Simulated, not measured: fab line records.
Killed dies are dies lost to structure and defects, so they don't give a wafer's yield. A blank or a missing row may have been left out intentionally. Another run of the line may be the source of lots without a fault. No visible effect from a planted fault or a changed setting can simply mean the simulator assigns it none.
The tool behind it: which one? | flow berkeleyCmos170 | Sampling: 13 lots, 39 wafers, 3 of 331 route steps

== WHAT THE GAUGES READ, wafer by wafer ==
UCB170_V2_THK_MEAS_01. Usual: V2_TEOS_THK gives 1997 nm (standard deviation 22).
lot  | measured     | on           | V2_TEOS_THK (nm) | flag
L186 | day 7 06:19  | filmMetro-01 | 1976 1986 2020   | 
L187 | day 7 06:52  | filmMetro-01 | 1972 1977 2011   | 
L185 | day 7 07:36  | filmMetro-02 | 1972 1991 1999   | 
L191 | day 8 07:58  | filmMetro-01 | 1995 2025 2031   | 
L197 | day 9 10:47  | filmMetro-04 | 1910 1936 1936   | OFF
L200 | day 10 11:19 | filmMetro-01 | 2007 2014 2021   | 
L202 | day 10 11:36 | filmMetro-01 | 1954 1992 2006   | 
L198 | day 10 11:35 | filmMetro-04 | 1897 1929 1932   | OFF
L199 | day 10 11:49 | filmMetro-04 | 1986 2004 2024   | 
L203 | day 11 10:23 | filmMetro-04 | 2013 2055 2006   | 
L207 | day 12 06:15 | filmMetro-01 | 1984 2010 2003   | 
L206 | day 12 06:35 | filmMetro-01 | 1982 2000 2008   | 
L208 | day 12 06:42 | filmMetro-02 | 1994 2054 2044   | 

UCB170_V2_CD_MEAS_12 targets a cd of 700 nm. Usual: 700.1 nm for cdNm, sd 1.4.
lot  | measured     | on       | cdNm (nm)         | flag
L186 | day 7 09:11  | cdSem-02 | 701.6 701.8 702.7 | 
L187 | day 7 09:14  | cdSem-01 | 699.7 701.2 701.6 | 
L185 | day 7 09:44  | cdSem-01 | 701.6 701.8 700.0 | 
L191 | day 8 09:50  | cdSem-02 | 699.9 698.7 700.0 | 
L197 | day 9 12:32  | cdSem-01 | 711.1 712.4 712.2 | OFF
L200 | day 10 13:25 | cdSem-02 | 700.3 698.6 698.7 | 
L202 | day 10 13:55 | cdSem-01 | 701.4 702.3 701.0 | 
L198 | day 10 13:38 | cdSem-02 | 704.8 704.5 704.6 | OFF
L199 | day 10 14:13 | cdSem-01 | 699.2 698.3 698.3 | 
L203 | day 11 12:14 | cdSem-02 | 698.7 699.4 698.7 | 
L207 | day 12 07:58 | cdSem-01 | 700.4 700.3 699.8 | 
L206 | day 12 08:55 | cdSem-02 | 701.4 701.4 701.7 | 
L208 | day 12 09:05 | cdSem-02 | 700.9 702.1 702.4 | 

== WHICH TOOL RAN EACH LOT (tool, then ch and the chambers of the sampled wafers, then the start) ==
lot  | UCB170_V2_CVD_00
L186 | pecvd-04 ch 1,2, day 7 06:10
L187 | pecvd-01 ch 0,1,2, day 7 06:43
L185 | pecvd-04 ch 0,1,2, day 7 07:26
L191 | pecvd-04 ch 0,1, day 8 07:47
L197 | pecvd-01 ch 0,1,2, day 9 10:37
L200 | pecvd-04 ch 0,1,2, day 10 11:13
L202 | pecvd-03 ch 0,1, day 10 11:22
L198 | pecvd-01 ch 1,2, day 10 11:25
L199 | pecvd-04 ch 1,2, day 10 11:40
L203 | pecvd-04 ch 0,1,2, day 11 10:04
L207 | pecvd-04 ch 0,1,2, day 12 06:08
L206 | pecvd-03 ch 0,2, day 12 06:25
L208 | pecvd-04 ch 1,2, day 12 06:33
- UCB170_V2_CVD_00: deposits SiO2 from TEOS/O2, target thk 2000 nm, time 250 s.

== WHAT THE TOOLS THEMSELVES READ (means of the sampled wafers that have a number; where no wafer has one, the mark that the record gives instead) ==
UCB170_V2_CVD_00. Usual: heaterPowerW 267 W, standard deviation 45; pressureMtorr 9000 mTorr, standard deviation 19; rfFwdPowerW 548.7 W, standard deviation 1.7.
lot  | tool     | heaterPowerW (W) | pressureMtorr (mTorr) | rfFwdPowerW (W) | flag
L186 | pecvd-04 | 311              | 8999                  | 548.4           | 
L187 | pecvd-01 | 235              | 9005                  | 547.6           | 
L185 | pecvd-04 | 318              | 9003                  | 547.2           | 
L191 | pecvd-04 | 282              | 9014                  | 551.2           | 
L197 | pecvd-01 | 247              | 9000                  | 481.6           | OFF
L200 | pecvd-04 | 336              | 8982                  | 548.7           | 
L202 | pecvd-03 | 242              | 8980                  | 549.2           | 
L198 | pecvd-01 | 250              | 8995                  | 482.0           | OFF
L199 | pecvd-04 | 278              | 9024                  | 549.5           | 
L203 | pecvd-04 | 305              | 8988                  | 549.7           | 
L207 | pecvd-04 | 267              | 8984                  | 548.2           | 
L206 | pecvd-03 | 227              | 9023                  | 547.1           | 
L208 | pecvd-04 | 267              | 9018                  | 547.7           | 

== THE ANSWER, worked out from the rows above alone ==
Rule: a lot counts as off when the mean over its wafers that have a number is more than 3 standard deviations away from the usual mean. Also off: a lot with no number at a reading for which 4 or more lots have one. All remaining lots with rows at the step are treated as sound. The gauges are gone through in route order, then the tools' own readings, and for those a lot's mean is taken as printed above. At the first step where some lot is off, the reading lying furthest off is the one used; lots without a number count as furthest.
Off: L197, L198, seen at UCB170_V2_THK_MEAS_01 (V2_TEOS_THK).
A tool fits if, at a process step before that reading, it ran every lot that is off, and no sound lot after the first of them. Not tried: the gauges at UCB170_V2_THK_MEAS_01; whatever is off there is also off at UCB170_V2_CD_MEAS_12, on other tools, and gauge error can't account for it. One fits: UCB170_V2_CVD_00 on pecvd-01. A fault onset in the window from L187 (day 7 06:43, its last sound lot) to L197 (day 9 10:37, its first lot off) fits.
On the lots that are off, the tool's own readings at UCB170_V2_CVD_00 differ by more than 5 times the standard deviation of the sound lots' means, which bears it out; rfFwdPowerW reads 481.8 W there versus 548.6 W on the sound lots.

== WHAT WAS PUT IN BY THE SIMULATOR ==
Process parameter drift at UCB170_V2_CVD_00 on pecvd-01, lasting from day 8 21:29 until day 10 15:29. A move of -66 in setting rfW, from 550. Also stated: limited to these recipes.
Shown lots that were struck: L197, L198. Same finding as the rule above.
